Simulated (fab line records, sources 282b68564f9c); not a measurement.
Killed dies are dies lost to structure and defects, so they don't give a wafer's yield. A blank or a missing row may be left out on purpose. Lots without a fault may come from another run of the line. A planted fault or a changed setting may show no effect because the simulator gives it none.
fab line records | flow rit_cmos
record lots=5 wafers=23
route steps=202 shown ACTIVE@4 FOX1@20 PWELL@47 NRETRO@54 GATE@81 NSD@132
start_h: hours from the record's first day to the start of the lot's first wafer shown | wait_h: hours since the lot's step before | " the same as in the row above | L1.1+2: a row that stands for several wafers | - no value, or no start given | * or withheld: withheld | < > ~ a bound
route shown NAME@n: a module of which the file shows steps, and the number in the route of the first | usual: mean/standard deviation of fault-free wafers | same: alike in all rows | chamber/n: place in a boat | sites: the reading at each site | _std_site: their standard deviation | _edge_site: outer sites' mean less inner sites' | radius_mm: how far each site lies from the wafer's centre | mask NAME#n: copy n | behind: the tool/chamber that last shaped the wafer | hold: why the lot was held/for how many hours/how that ended | device: the transistor (n, p or np) that didn't switch | end of line: the same wafers' tests at the end of the route | a step without rows: its recipe alone | killed: dies lost to structure and defects at the first sort, not the wafer's yield | map: a wafer's dies, x killed, . not, _ none there
set.NAME: the setting as run; set.NAME@STEP: as run at that earlier step | model.NAME: the simulator's own value behind a step, which no gauge read
lots whose settings were changed on purpose; a table a step, a row a wafer
## steps
# step RIT_ACTIVE_CVD_03
# recipe material=Si3N4 target_thk_nm=150 temp_c=810 precursor=SiH2Cl2/NH3 time_s=1500 pressure_mtorr=300 sih2cl2_flow_sccm=60 nh3_flow_sccm=150
# columns lot.wafer tool chamber start_h wait_h set.time_s model.Si3N4_of_ACTIVE_CVD_03.thk_nm
L075.2 lpcvd-02 0 17.11 0.0 1500 151.2
L075.3 " 0 " " 1500 152.4
L075.6 " 0 " " 1500 151.5
L078.2 - - - 0.0 1314 133.2
L078.3 " - " " 1314 132.8
L078.4 " - " " 1314 133.5
L078.5 " - " " 1314 133.8
L078.6 " - " " 1314 134.3
L079.1+2 - - - 0.1 1384 140.4
L079.3 " - " " 1384 141.6
L079.5 " - " " 1384 141.8
L079.6 " - " " 1384 142.4
L081.2 - - - 0.0 1667 169.8
L081.3 " - " " 1667 168.7
L081.4 " - " " 1667 168.5
L081.5 " - " " 1667 168.3
L081.6 " - " " 1667 168
L082.2 - - - 0.3 1500 153.7
L082.3 " - " " 1500 153.8
L082.4 " - " " 1500 154.7
L082.5 " - " " 1500 154.4
L082.6 " - " " 1500 155.1
# step RIT_ACTIVE_THK_MEAS_04
# recipe reads=Si3N4_of_ACTIVE_CVD_03
# usual ACTIVE_NITRIDE_THK=151.5/1.4
# columns lot.wafer tool chamber start_h wait_h set.time_s@ACTIVE_CVD_03 ACTIVE_NITRIDE_THK[nm]
L075.2 film_metro-03 - 18.54 0.0 1500 151.2
L075.3 " - " " 1500 152.3
L075.6 " - " " 1500 151.6
L078.2 film_metro-01 - - - 1314 133.2
L078.3 " - " " 1314 132.9
L078.4 " - " " 1314 133.5
L078.5 " - " " 1314 133.8
L078.6 " - " " 1314 134.3
L079.1 film_metro-02 - - - 1384 140.5
L079.2 " - " " 1384 140.5
L079.3 " - " " 1384 141.7
L079.5 " - " " 1384 141.8
L079.6 " - " " 1384 142.4
L081.2 film_metro-03 - - - 1667 169.9
L081.3 " - " " 1667 168.6
L081.4 " - " " 1667 168.5
L081.5 " - " " 1667 168.3
L081.6 " - " " 1667 168.0
L082.2 film_metro-03 - - - 1500 153.7
L082.3 " - " " 1500 153.9
L082.4 " - " " 1500 154.7
L082.5 " - " " 1500 154.5
L082.6 " - " " 1500 155.2
# step RIT_ACTIVE_DEVELOP_10
# recipe resist=NOVOLAK develop_time_s=50 dev_temp_c=23
# columns lot.wafer tool chamber start_h wait_h set.develop_time_s
L075.2+3+6 litho_track-01 0 - - 50
L078.2+3 litho_track-01 0 - - 50
L078.4+5+6 " 0 " " 54.19
L079.1+2 litho_track-01 0 - - 43.58
L079.3+5+6 " 0 " " 50
L081.2+3+5 litho_track-01 0 - - 50
L081.4+6 " 0 " " 47.1
L082.2+3+6 litho_track-02 0 - - 50
L082.4+5 " 0 " " 55.77
# step RIT_ACTIVE_CD_MEAS_11
# recipe target_cd_nm=1400
# usual cd_nm=1401.9/2.2
# columns lot.wafer tool chamber start_h wait_h set.develop_time_s@ACTIVE_DEVELOP_10 cd_nm
L075.2 cd_sem-01 - 19.61 - 50 1402.5
L075.3 " - " " 50 1401.7
L075.6 " - " " 50 1404.0
L078.2 cd_sem-01 - 34.58 - 50 1399.7
L078.3 " - " " 50 1399.2
L078.4 " - " " 54.19 1392.3
L078.5 " - " " 54.19 1392.1
L078.6 " - " " 54.19 1392.1
L079.1 cd_sem-02 - 39.44 - 43.58 1415.1
L079.2 " - " " 43.58 1417.3
L079.3 " - " " 50 1401.4
L079.5 " - " " 50 1401.9
L079.6 " - " " 50 1402.7
L081.2 cd_sem-02 - 49.46 - 50 1401.9
L081.3 " - " " 50 1400.9
L081.4 " - " " 47.1 1406.7
L081.5 " - " " 50 1401.0
L081.6 " - " " 47.1 1404.8
L082.2 cd_sem-02 - 55.19 - 50 1401.3
L082.3 " - " " 50 1401.9
L082.4 " - " " 55.77 1391.6
L082.5 " - " " 55.77 1392.8
L082.6 " - " " 50 1403.4
# step RIT_ACTIVE_HARDBAKE_12
# recipe resist=NOVOLAK temp_c=140 time_s=60
# step RIT_ACTIVE_ETCH_13
# recipe stop_on=SiO2 chemistry=SF6 target=Si3N4 time_s=210 over_etch_frac=0.4 SF6_flow_sccm=200 pressure_mtorr=260 rf_w=125 target_depth_a=2100
# columns lot.wafer tool chamber start_h wait_h set.time_s@ACTIVE_CVD_03 set.develop_time_s@ACTIVE_DEVELOP_10 model.ACTIVE.feature_depth_nm model.etch.depth_nm model.ACTIVE.cd_nm
L075.2 rie_diel-03 0 19.86 0.1 1500 50 151.2 151.2 1403
L075.3 " 3 " " 1500 50 152.4 152.4 1402
L075.6 " 1 " " 1500 50 152.1 151.5 1404
L078.2 rie_diel-03 3 34.83 0.1 1314 50 133.2 133.2 1400
L078.3 " 0 " " 1314 50 132.8 132.8 1399
L078.4 " 1 " " 1314 54.19 134.1 133.5 1392
L078.5 " 0 " " 1314 54.19 133.8 133.8 1392
L078.6 " 3 " " 1314 54.19 134.3 134.3 1392
L079.1 rie_diel-01 2 39.71 0.1 1384 43.58 140.4 140.4 1415
L079.2 " 1 " " 1384 43.58 140.4 140.4 1417
L079.3 " 0 " " 1384 50 141.6 141.6 -
L079.5 " 3 " " 1384 50 141.8 141.8 1402
L079.6 " 0 " " 1384 50 142.4 142.4 1403
L081.2 rie_diel-04 2 49.71 0.1 1667 50 169.8 169.8 1402
L081.3 " 1 " " 1667 50 168.7 168.7 1401
L081.4 " 0 " " 1667 47.1 168.5 168.5 1407
L081.5 " 2 " " 1667 50 168.3 168.3 1401
L081.6 " 3 " " 1667 47.1 168 168 1405
L082.2 rie_diel-03 0 55.44 0.1 1500 50 153.7 153.7 1401
L082.3 " 2 " " 1500 50 154.9 153.8 1402
L082.4 " 3 " " 1500 55.77 154.7 154.7 1391
L082.5 " 2 " " 1500 55.77 155.6 154.4 1393
L082.6 " 3 " " 1500 50 155.1 155.1 1403
# step RIT_ACTIVE_STRIP_14
# recipe chemistry=O2 time_s=180 resist=NOVOLAK platen_temp_c=withheld power_w=500 pressure_mtorr=4000 o2_flow_sccm=4000
# step RIT_ACTIVE_CD_MEAS_90
# recipe target_cd_nm=1400
# usual cd_nm=1401.9/2.2
# columns lot.wafer tool chamber start_h wait_h set.develop_time_s@ACTIVE_DEVELOP_10 cd_nm
L075.2 cd_sem-02 - 20.19 0.1 50 1402.2
L075.3 " - " " 50 1401.8
L075.6 " - " " 50 1404.1
L078.2 cd_sem-01 - 35.16 0.1 50 1400.1
L078.3 " - " " 50 1399.0
L078.4 " - " " 54.19 1392.6
L078.5 " - " " 54.19 1392.0
L078.6 " - " " 54.19 1391.7
L079.1 cd_sem-02 - 40.02 0.1 43.58 1415.3
L079.2 " - " " 43.58 1417.9
L079.3 " - " " 50 1401.5
L079.5 " - " " 50 1401.9
L079.6 " - " " 50 1402.5
L081.2 cd_sem-01 - 50.04 0.1 50 1401.8
L081.3 " - " " 50 1400.8
L081.4 " - " " 47.1 1406.7
L081.5 " - " " 50 1401.0
L081.6 " - " " 47.1 1404.8
L082.2 cd_sem-02 - 55.77 0.1 50 1401.1
L082.3 " - " " 50 1402.4
L082.4 " - " " 55.77 1391.3
L082.5 " - " " 55.77 1393.0
L082.6 " - " " 50 1403.3
# step RIT_FOX1_OXIDATION_00
# recipe temp_c=1100 ambient=H2O target_thk_a=3507 p_h2o_torr=720 ox_time_s=1130
# columns lot.wafer tool chamber start_h wait_h set.temp_c model.SiO2_of_FOX1_OXIDATION_00.thk_nm
L075.2 furnace-04 0 20.65 0.0 1100 343.2
L075.3 " 0 " " 1100 344.7
L075.6 " 0 " " 1100 346.6
L078.2 - - - 0.5 1125 398.3
L078.3 " - " " 1125 394.1
L078.4 " - " " 1125 395.7
L078.5 " - " " 1125 394.6
L078.6 " - " " 1125 399.7
L079.1 - - - 0.0 1100 358
L079.2 " - " " 1100 352.1
L079.3 " - " " 1100 356.1
L079.5 " - " " 1100 361.1
L079.6 " - " " 1100 355.3
L081.2 - - - 0.3 1116 366.6
L081.3 " - " " 1116 364.6
L081.4+5 " - " " 1116 370.6
L081.6 " - " " 1116 367.1
L082.2 - - - 0.0 1073 313.5
L082.3 " - " " 1073 310.9
L082.4 " - " " 1073 312
L082.5 " - " " 1073 310.1
L082.6 " - " " 1073 315
# step RIT_FOX1_THK_MEAS_01
# recipe reads=SiO2_of_FOX1_OXIDATION_00
# usual FOX1_OXIDE_THK=354/6.3
# columns lot.wafer tool chamber start_h wait_h set.temp_c@FOX1_OXIDATION_00 FOX1_OXIDE_THK[nm]
L075.2 film_metro-04 - 21.98 0.0 1100 343
L075.3 " - " " 1100 345
L075.6 " - " " 1100 347
L078.2 film_metro-03 - - - 1125 398
L078.3 " - " " 1125 394
L078.4 " - " " 1125 396
L078.5 " - " " 1125 394
L078.6 " - " " 1125 399
L079.1 film_metro-04 - - - 1100 358
L079.2 " - " " 1100 352
L079.3 " - " " 1100 356
L079.5 " - " " 1100 361
L079.6 " - " " 1100 356
L081.2 film_metro-04 - - - 1116 367
L081.3 " - " " 1116 365
L081.4 " - " " 1116 370
L081.5 " - " " 1116 371
L081.6 " - " " 1116 367
L082.2 film_metro-04 - - - 1073 313
L082.3 " - " " 1073 311
L082.4 " - " " 1073 312
L082.5 " - " " 1073 310
L082.6 " - " " 1073 315
# step RIT_PWELL_IMPLANT_08
# recipe species=B energy_kev=170 dose_cm2=7e+13 tilt_deg=7
# columns lot.wafer tool chamber start_h wait_h set.energy_kev model.implant.rp_nm model.implant.drp_nm
L075.2+3+6 implanter-02 0 27.57 0.2 170 479.5 102.9
L078.2+3+4 implanter-02 0 42.59 0.2 170 479.2 102.9
L078.5+6 " 0 " " 165.3 469.3 101.9
L079.1+3 implanter-01 0 47.09 0.2 170 489 102.9
L079.2+5+6 " 0 " " 165.5 479.3 101.9
L081.2+3 implanter-02 0 57.51 0.2 173.4 493.4 103.5
L081.4+5+6 " 0 " " 170 485.9 102.9
L082.2+4+6 implanter-03 0 62.84 0.2 172.6 498.8 103.3
L082.3+5 " 0 " " 170 493 102.9
# step RIT_NRETRO_COAT_01
# recipe resist=NOVOLAK spin_rpm=2000 resist_thk_nm=1300
# columns lot.wafer tool chamber start_h wait_h set.spin_rpm model.NOVOLAK_of_NRETRO_COAT_01.thk_nm
L075.2+3+6 litho_track-02 0 33.43 0.1 2000 1301
L078.2 litho_track-03 0 48.49 0.1 2000 1309
L078.3 " 0 " " 2000 1304
L078.4 " 0 " " 1907 1338
L078.5 " 0 " " 1907 1340
L078.6 " 0 " " 2000 1311
L079.1 litho_track-04 0 53.81 0.1 2000 1301
L079.2 " 0 " " 2041 1289
L079.3+5 " 0 " " 2000 1302
L079.6 " 0 " " 2041 1287
L081.2 litho_track-03 0 63.48 0.1 2000 1302
L081.3 " 0 " " 1909 1332
L081.4+5 " 0 " " 2000 1304
L081.6 " 0 " " 1909 1329
L082.2 litho_track-02 0 69.64 0.1 2130 1261
L082.3 " 0 " " 2130 1268
L082.4 " 0 " " 2130 1266
L082.5+6 " 0 " " 2000 1309
# step RIT_NRETRO_SOFTBAKE_02
# recipe resist=NOVOLAK temp_c=90 time_s=60
# step RIT_NRETRO_EXPOSE_03
# recipe mask_id=M4 na=0.57 target_cd_nm=43900 dose_mj=250
# step RIT_NRETRO_DEVELOP_05
# recipe resist=NOVOLAK develop_time_s=68 dev_temp_c=23
# step RIT_NRETRO_HARDBAKE_07
# recipe resist=NOVOLAK temp_c=140 time_s=120
# columns lot.wafer tool chamber start_h wait_h set.spin_rpm@NRETRO_COAT_01 model.NOVOLAK_of_NRETRO_COAT_01.thk_nm
L075.2 litho_track-04 0 34.21 0.1 2000 1137
L075.3+6 " 0 " " 2000 1138
L078.2 litho_track-04 0 49.27 0.1 2000 1145
L078.3 " 0 " " 2000 1140
L078.4 " 0 " " 1907 1170
L078.5 " 0 " " 1907 1172
L078.6 " 0 " " 2000 1146
L079.1 litho_track-04 0 54.70 0.0 2000 1138
L079.2 " 0 " " 2041 1128
L079.3+5 " 0 " " 2000 1139
L079.6 " 0 " " 2041 1126
L081.2 litho_track-02 0 64.26 0.1 2000 1139
L081.3 " 0 " " 1909 1164
L081.4 " 0 " " 2000 1140
L081.5 " 0 " " 2000 1141
L081.6 " 0 " " 1909 1162
L082.2 litho_track-04 0 70.60 0.1 2130 1104
L082.3 " 0 " " 2130 1109
L082.4 " 0 " " 2130 1108
L082.5 " 0 " " 2000 1144
L082.6 " 0 " " 2000 1145
# step RIT_GATE_OXIDATION_05
# recipe temp_c=900 ambient=O2 target_thk_a=30 ox_time_s=270
# columns lot.wafer tool chamber start_h wait_h set.ox_time_s model.SiO2_of_GATE_OXIDATION_05.thk_nm
L075.2 furnace-02 0 37.05 0.3 270 3
L075.3 " 0 " " 270 2.995
L075.6 " 0 " " 270 2.97
L078.2 - - - 0.2 270 2.991
L078.3 " - " " 270 2.997
L078.4 " - " " 270 2.986
L078.5 " - " " 270 2.964
L078.6 " - " " 270 3.007
L079.1 - - - 0.1 282 2.981
L079.2 " - " " 282 3.051
L079.3 " - " " 282 2.992
L079.5 " - " " 282 3.01
L079.6 " - " " 282 3.035
L081.2 - - - 0.6 240.6 2.708
L081.3 " - " " 240.6 2.775
L081.4 " - " " 240.6 2.736
L081.5 " - " " 240.6 2.728
L081.6 " - " " 240.6 2.734
L082.2 - - - 0.0 252.5 2.906
L082.3 " - " " 252.5 2.968
L082.4 " - " " 252.5 2.931
L082.5 " - " " 252.5 2.918
L082.6 " - " " 252.5 2.905
# step RIT_GATE_CVD_08
# recipe material=poly-Si target_thk_nm=250 temp_c=610 precursor=SiH4 time_s=2220 pressure_mtorr=300 sih4_flow_sccm=100
# columns lot.wafer tool chamber start_h wait_h set.time_s model.poly-Si_of_GATE_CVD_08.thk_nm
L075.2 lpcvd-01 1 38.53 0.1 2220 253.3
L075.3 " 1 " " 2220 253.4
L075.6 " 1 " " 2220 253.1
L078.2 - - - 2.3 2536 288
L078.3 " - " " 2536 285.1
L078.4 " - " " 2536 286.8
L078.5 " - " " 2536 286.6
L078.6 " - " " 2536 288.2
L079.1+6 - - - 0.1 1996 220.2
L079.2 " - " " 1996 219.6
L079.3 " - " " 1996 220.1
L079.5 " - " " 1996 221.2
L081.2 - - - 0.0 2088 234.8
L081.3 " - " " 2088 235.1
L081.4 " - " " 2088 236.1
L081.5 " - " " 2088 237.4
L081.6 " - " " 2088 235.9
L082.2 - - - 0.0 2398 270.3
L082.3 " - " " 2398 271.5
L082.4 " - " " 2398 274
L082.5 " - " " 2398 273.7
L082.6 " - " " 2398 271.7
# step RIT_GATE_THK_MEAS_09
# recipe reads=poly-Si_of_GATE_CVD_08
# usual GATE_POLY_THK=251.3/2.5
# columns lot.wafer tool chamber start_h wait_h set.time_s@GATE_CVD_08 GATE_POLY_THK[nm]
L075.2 film_metro-01 - 40.16 0.0 2220 253.3
L075.3 " - " " 2220 253.4
L075.6 " - " " 2220 253.1
L078.2 film_metro-01 - - - 2536 288.1
L078.3 " - " " 2536 285.2
L078.4 " - " " 2536 286.9
L078.5 " - " " 2536 286.4
L078.6 " - " " 2536 288.2
L079.1 film_metro-01 - - - 1996 220.3
L079.2 " - " " 1996 219.5
L079.3 " - " " 1996 220.2
L079.5 " - " " 1996 221.3
L079.6 " - " " 1996 220.1
L081.2 film_metro-04 - - - 2088 234.8
L081.3 " - " " 2088 235.1
L081.4 " - " " 2088 236.1
L081.5 " - " " 2088 237.4
L081.6 " - " " 2088 236.1
L082.2 film_metro-02 - - - 2398 270.1
L082.3 " - " " 2398 271.4
L082.4 " - " " 2398 274.1
L082.5 " - " " 2398 273.5
L082.6 " - " " 2398 271.6
# step RIT_GATE_ETCH_19
# recipe chemistry=SF6/CHF3/O2 time_s=165 SF6_flow_sccm=30 CHF3_flow_sccm=30 O2_flow_sccm=5 target=poly-Si pressure_mtorr=40 rf_w=160 target_depth_a=3125 over_etch_frac=0.25 stop_on=SiO2
# columns lot.wafer tool chamber start_h wait_h set.over_etch_frac set.time_s@GATE_CVD_08 model.GATE.feature_depth_nm model.etch.depth_nm
L075.2 rie_si-01 0 41.36 0.1 0.25 2220 253.3 253.3
L075.3 " 3 " " 0.25 2220 253.4 253.4
L075.6 " 3 " " 0.25 2220 253.1 253.1
L078.2 rie_si-02 2 59.34 0.1 0.25 2536 288 288
L078.3 " 0 " " 0.3142 2536 285.1 285.1
L078.4 " 1 " " 0.3142 2536 286.8 286.8
L078.5 " 0 " " 0.25 2536 286.6 286.6
L078.6 " 1 " " 0.3142 2536 288.2 288.2
L079.1+6 rie_si-01 1,2 62.62 0.1 0.25 1996 220.2 220.2
L079.2 " 2 " " 0.2801 1996 219.6 219.6
L079.3 " 0 " " 0.2801 1996 220.1 220.1
L079.5 " 3 " " 0.25 1996 221.2 221.2
L081.2 rie_si-01 3 71.70 0.1 0.25 2088 234.8 234.8
L081.3 " 2 " " 0.25 2088 235.1 235.1
L081.4 " 0 " " 0.25 2088 236.1 236.1
L081.5 " 1 " " 0.25 2088 237.4 237.4
L081.6 " 2 " " 0.25 2088 235.9 235.9
L082.2 rie_si-02 2 78.92 0.1 0.2124 2398 270.3 270.3
L082.3 " 0 " " 0.25 2398 271.5 271.5
L082.4 " 1 " " 0.2124 2398 274 274
L082.5 " 2 " " 0.25 2398 273.7 273.7
L082.6 " 1 " " 0.25 2398 271.7 271.7
# step RIT_NSD_COAT_01
# recipe resist=NOVOLAK spin_rpm=3250 resist_thk_nm=1000
# columns lot.wafer tool chamber start_h wait_h set.resist_thk_nm model.NOVOLAK_of_NSD_COAT_01.thk_nm
L075.2 litho_track-01 0 50.83 0.1 1000 997.3
L075.3 " 0 " " 1000 997.1
L075.6 " 0 " " 1000 998.3
L078.2 litho_track-01 0 68.26 0.1 1000 995.9
L078.3 " 0 " " 1000 994.9
L078.4 " 0 " " 1039 1040
L078.5 " 0 " " 1000 996.3
L078.6 " 0 " " 1039 1037
L079.1+6 litho_track-02 0 72.74 0.1 1000 1004
L079.2 " 0 " " 1000 1003
L079.3 " 0 " " 1029 1030
L079.5 " 0 " " 1029 1033
L081.2 litho_track-01 0 81.61 0.1 966.1 963.7
L081.3 " 0 " " 1000 995.3
L081.4 " 0 " " 966.1 962.4
L081.5 " 0 " " 1000 993.7
L081.6 " 0 " " 966.1 962.5
L082.2 litho_track-01 0 88.98 0.1 1000 995.2
L082.3 " 0 " " 1000 995.6
L082.4 " 0 " " 1000 994.5
L082.5 " 0 " " 1000 995.4
L082.6 " 0 " " 1000 994
# step RIT_NSD_SOFTBAKE_02
# recipe resist=NOVOLAK temp_c=90 time_s=60
# step RIT_NSD_EXPOSE_03
# recipe mask_id=M9 na=0.57 target_cd_nm=40700 dose_mj=250
# step RIT_NSD_DEVELOP_05
# recipe resist=NOVOLAK develop_time_s=50 dev_temp_c=23
# step RIT_NSD_HARDBAKE_07
# recipe resist=NOVOLAK temp_c=140 time_s=60
# columns lot.wafer tool chamber start_h wait_h set.resist_thk_nm@NSD_COAT_01 model.NOVOLAK_of_NSD_COAT_01.thk_nm
L075.2 litho_track-04 0 51.57 0.0 1000 881.4
L075.3 " 0 " " 1000 881.3
L075.6 " 0 " " 1000 882.2
L078.2 litho_track-01 0 69.00 0.0 1000 880.2
L078.3 " 0 " " 1000 879.4
L078.4 " 0 " " 1039 918.5
L078.5 " 0 " " 1000 880.5
L078.6 " 0 " " 1039 915.9
L079.1 litho_track-02 0 73.47 0.0 1000 886.9
L079.2 " 0 " " 1000 886.4
L079.3 " 0 " " 1029 909.8
L079.5 " 0 " " 1029 913
L079.6 " 0 " " 1000 887.3
L081.2 litho_track-04 0 82.63 0.2 966.1 852
L081.3 " 0 " " 1000 879.7
L081.4+6 " 0 " " 966.1 850.9
L081.5 " 0 " " 1000 878.3
L082.2 litho_track-04 0 89.72 0.1 1000 879.6
L082.3 " 0 " " 1000 879.9
L082.4 " 0 " " 1000 879
L082.5 " 0 " " 1000 879.8
L082.6 " 0 " " 1000 878.5
# step RIT_NSD_IMPLANT_08
# recipe species=P energy_kev=25 dose_cm2=1e+15 tilt_deg=7
# columns lot.wafer tool chamber start_h wait_h set.energy_kev model.implant.drp_nm
L075.2+3+6 implanter-02 0 51.72 0.1 25 14.84
L078.2+3+4+5+6 implanter-04 0 69.15 0.1 25 14.84
L079.1+2+3 implanter-04 0 73.62 0.1 25 14.84
L079.5+6 " 0 " " 24.45 14.64
L081.2+3+6 implanter-03 0 82.78 0.1 24.28 14.58
L081.4+5 " 0 " " 25 14.84
L082.2+3+4+5+6 implanter-02 0 89.87 0.1 25 14.84
## key
split step=RIT_ACTIVE_CVD_03 setting=time_s stated=1500 by=lot
response step=RIT_ACTIVE_CVD_03 reading=model.Si3N4_of_ACTIVE_CVD_03.thk_nm change=+1.49 per=1% r=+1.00
response step=RIT_ACTIVE_THK_MEAS_04 reading=ACTIVE_NITRIDE_THK change=+1.49 per=1% r=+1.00
response step=RIT_ACTIVE_ETCH_13 reading=model.ACTIVE.feature_depth_nm change=+1.49 per=1% r=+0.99
response step=RIT_ACTIVE_ETCH_13 reading=model.etch.depth_nm change=+1.49 per=1% r=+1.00
split step=RIT_ACTIVE_DEVELOP_10 setting=develop_time_s stated=50 by=wafer
response step=RIT_ACTIVE_CD_MEAS_11 reading=cd_nm change=-0.959 per=1% r=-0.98
response step=RIT_ACTIVE_ETCH_13 reading=model.ACTIVE.cd_nm change=-0.937 per=1% r=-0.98
response step=RIT_ACTIVE_CD_MEAS_90 reading=cd_nm change=-0.979 per=1% r=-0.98
split step=RIT_FOX1_OXIDATION_00 setting=temp_c stated=1100 by=lot
response step=RIT_FOX1_OXIDATION_00 reading=model.SiO2_of_FOX1_OXIDATION_00.thk_nm change=+16.7 per=1% r=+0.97
response step=RIT_FOX1_THK_MEAS_01 reading=FOX1_OXIDE_THK change=+16.6 per=1% r=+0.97
split step=RIT_PWELL_IMPLANT_08 setting=energy_kev stated=170 by=wafer
response step=RIT_PWELL_IMPLANT_08 reading=model.implant.rp_nm change=+3.66 per=1% r=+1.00
response step=RIT_PWELL_IMPLANT_08 reading=model.implant.drp_nm change=+0.336 per=1% r=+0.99
split step=RIT_NRETRO_COAT_01 setting=spin_rpm stated=2000 by=wafer
response step=RIT_NRETRO_COAT_01 reading=model.NOVOLAK_of_NRETRO_COAT_01.thk_nm change=-6.56 per=1% r=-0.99
response step=RIT_NRETRO_HARDBAKE_07 reading=model.NOVOLAK_of_NRETRO_COAT_01.thk_nm change=-5.65 per=1% r=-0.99
split step=RIT_GATE_OXIDATION_05 setting=ox_time_s stated=270 by=lot
response step=RIT_GATE_OXIDATION_05 reading=model.SiO2_of_GATE_OXIDATION_05.thk_nm change=+0.017 per=1% r=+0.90
split step=RIT_GATE_CVD_08 setting=time_s stated=2220 by=lot
response step=RIT_GATE_CVD_08 reading=model.poly-Si_of_GATE_CVD_08.thk_nm change=+2.69 per=1% r=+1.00
response step=RIT_GATE_THK_MEAS_09 reading=GATE_POLY_THK change=+2.69 per=1% r=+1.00
response step=RIT_GATE_ETCH_19 reading=model.GATE.feature_depth_nm change=+2.69 per=1% r=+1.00
response step=RIT_GATE_ETCH_19 reading=model.etch.depth_nm change=+2.69 per=1% r=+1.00
split step=RIT_GATE_ETCH_19 setting=over_etch_frac stated=0.25 by=wafer
response none clear
split step=RIT_NSD_COAT_01 setting=resist_thk_nm stated=1000 by=wafer
response step=RIT_NSD_COAT_01 reading=model.NOVOLAK_of_NSD_COAT_01.thk_nm change=+10.1 per=1% r=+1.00
response step=RIT_NSD_HARDBAKE_07 reading=model.NOVOLAK_of_NSD_COAT_01.thk_nm change=+8.84 per=1% r=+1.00
split step=RIT_NSD_IMPLANT_08 setting=energy_kev stated=25 by=wafer
response step=RIT_NSD_IMPLANT_08 reading=model.implant.drp_nm change=+0.09 per=1% r=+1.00
